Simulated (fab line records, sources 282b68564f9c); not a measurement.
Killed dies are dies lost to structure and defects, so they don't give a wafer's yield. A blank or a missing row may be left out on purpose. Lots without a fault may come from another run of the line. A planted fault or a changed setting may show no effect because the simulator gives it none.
fab line records | flow rit_cmos
record lots=6 wafers=18 last_day=5
route steps=202 shown M1@188
lots that met no fault: from a run of the same line without faults
start_h: hours from the record's first day to the start of the lot's first wafer shown | wait_h: hours since the lot's step before | " the same as in the row above | L1.1+2: a row that stands for several wafers | - no value, or no start given | * or withheld: withheld | < > ~ a bound
route shown NAME@n: a module of which the file shows steps, and the number in the route of the first | usual: mean/standard deviation of fault-free wafers | same: alike in all rows | chamber/n: place in a boat | sites: the reading at each site | _std_site: their standard deviation | _edge_site: outer sites' mean less inner sites' | radius_mm: how far each site lies from the wafer's centre | mask NAME#n: copy n | behind: the tool/chamber that last shaped the wafer | hold: why the lot was held/for how many hours/how that ended | device: the transistor (n, p or np) that didn't switch | end of line: the same wafers' tests at the end of the route | a step without rows: its recipe alone | killed: dies lost to structure and defects at the first sort, not the wafer's yield | map: a wafer's dies, x killed, . not, _ none there
set.NAME: the setting as run; set.NAME@STEP: as run at that earlier step | model.NAME: the simulator's own value behind a step, which no gauge read
lots at some steps of the route; a table a step, a row a wafer
services: from which hour (start_h, from the record's first day; less than 0 if before it) a tool's chamber was out of use, for how many hours, and why
## steps
# step RIT_M1_COAT_04
# recipe resist=NOVOLAK spin_rpm=2000 resist_thk_nm=1300
# step RIT_M1_SOFTBAKE_05
# recipe resist=NOVOLAK temp_c=90 time_s=60
# step RIT_M1_EXPOSE_06
# recipe mask_id=M12 na=0.6 source_shape=conventional sigma_outer=0.5 target_cd_nm=2600 dose_mj=250
# step RIT_M1_PEB_07
# recipe resist=NOVOLAK temp_c=withheld time_s=withheld
# step RIT_M1_DEVELOP_08
# recipe resist=NOVOLAK develop_time_s=68 dev_temp_c=23
# step RIT_M1_CD_MEAS_09
# recipe target_cd_nm=2600
# usual cd_nm=2600.0/2.1
# columns lot.wafer tool chamber start_h wait_h cd_nm
L313.1 cd_sem-01 - 64.67 - 2600.8
L313.3 " - " " 2602.5
L313.4 " - " " 2601.0
L315.4 cd_sem-02 - 70.62 - 2600.3
L315.5 " - " " 2600.9
L315.6 " - " " 2599.0
L316.1 cd_sem-02 - 77.80 - 2602.0
L316.4 " - " " 2601.8
L316.6 " - " " 2601.8
L317.3 cd_sem-02 - 81.36 - 2598.4
L317.4 " - " " 2597.6
L317.6 " - " " 2598.0
L323.1 cd_sem-02 - 117.32 - 2600.0
L323.2 " - " " 2600.1
L323.6 " - " " 2601.4
L324.3 cd_sem-02 - 121.73 - 2599.0
L324.4 " - " " 2599.4
L324.6 " - " " 2599.0
# step RIT_M1_OVL_MEAS_10
# usual M1_OVL=-0.1/1.3
# columns lot.wafer tool chamber start_h wait_h M1_OVL[nm]
L313.1 overlay-02 - 64.79 0.1 -0.1
L313.3 " - " " 0.2
L313.4 " - " " -1.4
L315.4 overlay-01 - 70.70 0.1 1.6
L315.5 " - " " 1.2
L315.6 " - " " 1.5
L316.1 overlay-01 - 77.92 0.1 -0.3
L316.4 " - " " -0.8
L316.6 " - " " 0.1
L317.3 overlay-01 - 81.45 0.1 -1.0
L317.4 " - " " -1.2
L317.6 " - " " 3.1
L323.1 overlay-02 - 117.44 0.1 0.0
L323.2 " - " " -0.9
L323.6 " - " " 0.2
L324.3 overlay-02 - 121.82 0.1 -1.6
L324.4 " - " " -1.0
L324.6 " - " " -1.4
# step RIT_M1_HARDBAKE_11
# recipe resist=NOVOLAK temp_c=140 time_s=120
# step RIT_M1_METAL_ETCH_12
# recipe stop_on=SiO2 chemistry=Cl2/BCl3 target=Al time_s=165 over_etch_frac=0.5 pressure_mtorr=100 target_depth_a=6000 rf_w=243.5 Cl2_flow_sccm=60 bcl3_flow_sccm=50
# usual drypump_motor_current_A=6.2/0.55 he_backside_leak_sccm=3.33/0.24 oes_product_au=0.775/0.0091 throttle_valve_pct=8.24/0.069
# columns lot.wafer tool chamber start_h wait_h drypump_motor_current_A he_backside_leak_sccm oes_product_au rf_hours_counter_h throttle_valve_pct
L313.1 rie_metal-04 1 65.08 0.2 4.9 3.71 0.771 38 8.19
L313.3 " 0 " " 6.4 3.30 0.761 - 8.25
L313.4 " 1 " " 5.0 3.62 0.767 - 8.17
L315.4 rie_metal-02 0 71.06 0.1 6.4 3.16 0.776 - 8.23
L315.5 " 0 " " 6.4 3.15 0.774 - 8.23
L315.6 " 1 " " 5.6 3.51 0.779 - 8.23
L316.1 rie_metal-04 1 78.21 0.2 5.0 3.54 0.774 38 8.19
L316.4 " 0 " " 6.4 3.21 0.770 - 8.26
L316.6 " 0 " " 6.4 3.27 0.774 - 8.25
L317.3 rie_metal-03 1 81.78 0.2 6.2 3.12 0.773 - 8.36
L317.4 " 0 " " 6.7 3.34 0.761 - 8.18
L317.6 " 0 " " 6.8 3.34 0.761 - 8.18
L323.1 rie_metal-03 1 117.73 0.2 6.2 3.10 0.769 1 8.36
L323.2 " 0 " " 6.8 3.34 0.755 1 8.18
L323.6 " 1 " " 6.2 3.02 0.770 - 8.36
L324.3 rie_metal-02 0 122.15 0.2 6.4 3.09 0.795 - 8.23
L324.4 " 1 " " 5.6 3.50 0.789 - 8.21
L324.6 " 0 " " 6.5 3.06 0.787 - 8.22
# step RIT_M1_STRIP_13
# recipe chemistry=nmp resist=NOVOLAK temp_c=80 time_s=600 dry=n2_spin
# step RIT_M1_STRIP_14
# recipe chemistry=O2 time_s=180 platen_temp_c=withheld power_w=500 pressure_mtorr=4000 o2_flow_sccm=4000
# usual drypump_motor_current_A=5.57/0.27 o2_flow_sccm=4000/13
# columns lot.wafer tool chamber start_h wait_h drypump_motor_current_A o2_flow_sccm rf_hours_counter_h
L313.1 plasma_asher-04 1 65.42 0.0 5.28 4018 41
L313.3 " 1 " " 5.26 3992 -
L313.4 " 0 " " 5.93 4000 -
L315.4 plasma_asher-04 1 71.40 0.1 5.28 3971 -
L315.5 " 0 " " 5.93 4009 -
L315.6 " 1 " " 5.29 3981 -
L316.1 plasma_asher-04 1 78.54 0.0 5.29 3993 43
L316.4 " 1 " " 5.28 4007 -
L316.6 " 0 " " 5.91 4002 -
L317.3 plasma_asher-03 1 82.12 0.1 5.68 3976 -
L317.4 " 0 " " 5.91 4008 -
L317.6 " 1 " " 5.66 3991 -
L323.1 plasma_asher-04 1 118.08 0.0 5.27 4010 0
L323.2 " 0 " " 5.96 3972 0
L323.6 " 0 " " 5.95 3981 -
L324.3 plasma_asher-02 0 122.51 0.1 5.31 4004 -
L324.4 " 1 " " 5.36 4001 -
L324.6 " 1 " " 5.31 4005 -
# step RIT_M1_CD_MEAS_90
# recipe target_cd_nm=2600
# usual cd_nm=2601.8/2.4
# columns lot.wafer tool chamber start_h wait_h cd_nm
L313.1 cd_sem-01 - 65.59 0.1 2603.1
L313.3 " - " " 2604.4
L313.4 " - " " 2602.3
L315.4 cd_sem-01 - 71.58 0.1 2602.2
L315.5 " - " " 2601.5
L315.6 " - " " 2602.6
L316.1 cd_sem-02 - 78.72 0.1 2604.5
L316.4 " - " " 2603.0
L316.6 " - " " 2602.4
L317.3 cd_sem-02 - 82.28 0.1 2600.7
L317.4 " - " " 2600.3
L317.6 " - " " 2599.4
L323.1 cd_sem-02 - 118.25 0.1 2601.6
L323.2 " - " " 2602.6
L323.6 " - " " 2604.9
L324.3 cd_sem-02 - 122.67 0.1 2601.0
L324.4 " - " " 2603.6
L324.6 " - " " 2600.6
# step RIT_M1_ANNEAL_15
# recipe temp_c=450 time_s=1800 ambient=forming_gas_H2N2
# usual spike_tc_centre_C=453.5/0.89 spike_tc_load_C=468.8/1.1 spike_tc_source_C=465.5/0.99 tube_center_temp_C=450/0.036 tube_center_temp_C_max=451.15/0.19 zone_power_centre_pct=19.45/0.2 zone_power_load_pct=6.39/0.064 zone_power_source_pct=8.39/0.079
# columns lot.wafer tool chamber start_h wait_h spike_tc_centre_C spike_tc_load_C spike_tc_source_C tube_center_temp_C tube_center_temp_C_max zone_power_centre_pct zone_power_load_pct zone_power_source_pct
L313.1 furnace-02 0 65.71 0.1 452.6 469.1 464.7 449.94 451.13 19.51 6.31 8.44
L313.3 " 0 " " 454.1 469.8 467.9 450.02 451.05 19.48 6.27 8.34
L313.4 " 0 " " 452.8 469.1 464.4 450.02 450.89 19.28 6.43 8.52
L315.4 furnace-02 0 72.69 1.1 454.5 468.9 464.8 450.03 451.32 19.53 6.32 8.50
L315.5 " 0 " " 454.2 466.9 465.8 450.01 451.24 19.45 6.44 8.31
L315.6 " 0 " " 453.7 469.6 467.4 450 451.05 19.29 6.47 8.26
L316.1 furnace-02 0 78.84 0.1 452.1 467.7 465.8 450.01 451.24 19.57 6.38 8.46
L316.4 " 0 " " 453.5 467.7 465.9 449.92 450.84 19.50 6.28 8.23
L316.6 " 0 " " 452.8 469.1 465.8 450.02 451.20 19.27 6.34 8.28
L317.3 furnace-02 0 82.36 0.1 452.6 471.0 465.5 450.02 451.00 19.15 6.42 8.36
L317.4 " 0 " " 454.0 469.4 465.7 449.93 451.28 19.47 6.40 8.46
L317.6 " 0 " " 455.0 469.3 463.9 450.03 450.98 19.16 6.50 8.40
L323.1 furnace-02 0 118.37 0.1 523.3 538.2 535.9 520.01 520.87 22.83 8.12 10.54
L323.2 " 0 " " 523.0 540.7 535.4 520 521.36 22.97 8.16 10.71
L323.6 " 0 " " 523.1 539.9 535.9 519.98 521.04 23.20 8.13 10.69
L324.3 furnace-02 0 122.75 0.1 525.1 539.0 535.2 519.99 521.08 22.55 8.18 10.62
L324.4 " 0 " " 522.9 538.4 535.5 520.06 521.16 22.71 8.09 10.80
L324.6 " 0 " " 523.6 539.4 537.9 519.98 521.40 22.52 8.16 10.70
# step RIT_M1_BOW_MEAS_16
# recipe mode=bow
# usual M1_BOW=17/6.4
# columns lot.wafer tool chamber start_h wait_h M1_BOW[um]
L313.1 film_metro-03 - 67.21 0.0 17
L313.3 " - " " 25
L313.4 " - " " 25
L315.4 film_metro-04 - 74.25 0.1 13
L315.5 " - " " 11
L315.6 " - " " 19
L316.1 film_metro-04 - 80.34 0.0 16
L316.4 " - " " 10
L316.6 " - " " 15
L317.3 film_metro-03 - 83.90 0.0 14
L317.4 " - " " 5
L317.6 " - " " 7
L323.1 film_metro-03 - 119.87 0.0 4
L323.2 " - " " 8
L323.6 " - " " 5
L324.3 film_metro-03 - 124.29 0.0 10
L324.4 " - " " 20
L324.6 " - " " 9
# step RIT_M1_PROBE_99
# usual defect_limited_yield=97.3/1.2 killed_at_contacts=0.1/0.25 killed_at_front_end=7/3.2 killed_dies=7/3.2 killed_open=3.5/2.2 killed_short=3.6/2.1 sort_bin_3_pad_short=0.1/0.22 sort_bin_5_function=1.5/0.87 sort_bin_6_memory=1.1/0.65 sort_n_pass=257/3.2 sort_yield_pct=97.3/1.2
# same gross_dies=264 killed_at_M0_to_M3=0 killed_at_M4_up=0 killed_at_back_side=0 killed_at_other=0
# columns lot.wafer tool chamber start_h wait_h defect_limited_yield[%] killed_at_contacts killed_at_front_end killed_dies killed_open killed_short sort_bin_3_pad_short[%] sort_bin_5_function[%] sort_bin_6_memory[%] sort_n_pass sort_yield_pct[%]
L315.4 prober-02 - 74.46 0.2 98.1 0 5 5 0 5 0.4 0.4 1.1 259 98.1
L315.5 prober-02 - 74.51 0.2 92.8 0 19 19 10 9 0.8 3.8 2.7 245 92.8
L315.6 prober-02 - 74.56 0.2 95.5 0 12 12 5 7 0 1.9 2.7 252 95.5
L317.3 prober-02 - 84.08 0.2 97.7 0 6 6 3 3 0 1.5 0.8 258 97.7
L317.4 prober-02 - 84.13 0.2 95.8 0 11 11 7 4 0 3.8 0.4 253 95.8
L317.6 prober-02 - 84.23 0.2 97.7 0 6 6 4 2 0 1.9 0.4 258 97.7
L323.1 prober-02 - 119.99 0.1 97.7 0 6 6 4 2 0 1.1 1.1 258 97.7
L323.2 prober-02 - 120.04 0.1 96.6 0 9 9 4 5 0 2.3 1.1 255 96.6
L323.6 prober-02 - 120.24 0.2 98.1 1 4 5 3 2 0 1.1 0.8 259 98.1
L324.3 prober-01 - 124.47 0.2 97.7 0 6 6 5 1 0 1.1 1.1 258 97.7
L324.4 prober-01 - 124.52 0.2 98.5 0 4 4 2 2 0.8 0.4 0.4 260 98.5
L324.6 prober-01 - 124.62 0.2 95.5 0 12 12 5 7 0.4 2.3 1.9 252 95.5
# killed by level:class
L315.4 SPACER:geometric_particle:short=4 SILICIDE:geometric_particle:short=1
L315.5 FOX1:geometric_particle:open=3 FOX1:geometric_particle:short=2 GATE:geometric_particle:short=2 GATE:geometric_particle:open=2 REOX:geometric_particle:short=2 SILICIDE:geometric_particle:short=2 SILICIDE:geometric_particle:open=2 FOX2:geometric_particle:open=1
L315.6 GATE:geometric_particle:short=4 GATE:geometric_particle:open=3 SPACER:geometric_particle:short=2 FOX1:geometric_particle:short=1 SPACER:geometric_particle:open=1 SILICIDE:geometric_particle:open=1
L317.3 GATE:geometric_particle:open=2 GATE:geometric_particle:short=2 SPACER:geometric_particle:open=1 SPACER:geometric_particle:short=1
L317.4 GATE:geometric_particle:open=3 GATE:geometric_particle:short=2 SPACER:geometric_particle:open=2 FOX1:geometric_particle:open=1 FOX1:geometric_particle:short=1 REOX:geometric_particle:open=1 SILICIDE:geometric_particle:short=1
L317.6 GATE:geometric_particle:open=2 FOX1:geometric_particle:open=1 FOX1:geometric_particle:short=1 GATE:geometric_particle:short=1 SPACER:geometric_particle:open=1
L323.1 FOX2:geometric_particle:short=1 FOX2:geometric_particle:open=1 GATE:geometric_particle:open=1 REOX:geometric_particle:open=1 SPACER:geometric_particle:open=1 SILICIDE:geometric_particle:short=1
L323.2 GATE:geometric_particle:open=4 FOX1:geometric_particle:short=2 FOX2:geometric_particle:short=1 GATE:geometric_particle:short=1 REOX:geometric_particle:short=1
L323.6 FOX1:geometric_particle:open=1 GATE:geometric_particle:short=1 REOX:geometric_particle:open=1 SILICIDE:geometric_particle:short=1 CONTACT:geometric_particle:open=1
L324.3 FOX1:geometric_particle:open=2 GATE:geometric_particle:open=2 ACTIVE:geometric_particle:short=1 FOX2:geometric_particle:open=1
L324.4 FOX1:geometric_particle:open=1 GATE:geometric_particle:open=1 GATE:geometric_particle:short=1 SILICIDE:geometric_particle:short=1
L324.6 GATE:geometric_particle:short=3 SPACER:geometric_particle:open=3 GATE:geometric_particle:open=2 SPACER:geometric_particle:short=2 FOX1:geometric_particle:short=1 REOX:geometric_particle:short=1
## services
# columns tool chamber start_h hours kind
plasma_asher-04 - 43.51 3.7 repair
plasma_asher-04 - 51.11 3.1 repair
rie_metal-02 - 55.97 14.6 pm
plasma_asher-03 - 69.14 3.4 repair
plasma_asher-04 - 77.09 1.1 repair
plasma_asher-04 - 108.75 9.0 pm
plasma_asher-04 0 108.75 9.0 vent_cycle
plasma_asher-04 1 108.75 9.0 vent_cycle
rie_metal-02 - 109.94 0.8 repair
plasma_asher-04 0 117.75 - clean
plasma_asher-04 1 117.75 - clean
rie_metal-04 - 121.22 28.1 pm
plasma_asher-03 - 121.61 15.6 pm
## key
first_sign step=RIT_M1_ANNEAL_15 reading=tube_center_temp_C direction=up sigmas=99+ usual=* struck=*
effect step=RIT_M1_ANNEAL_15 reading=tube_center_temp_C_max direction=up sigmas=99+ usual=* struck=*
met_at RIT_M1_ANNEAL_15
struck_wafers L323.1,L323.2,L323.6,L324.3,L324.4,L324.6
onset_between 82.36 118.37
fault kind=process_parameter_drift tool=furnace-02 chamber=- onset_h=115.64 steps=RIT_M1_ANNEAL_15 channel=temp_c offset=* shape=step end_h=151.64 stated=*
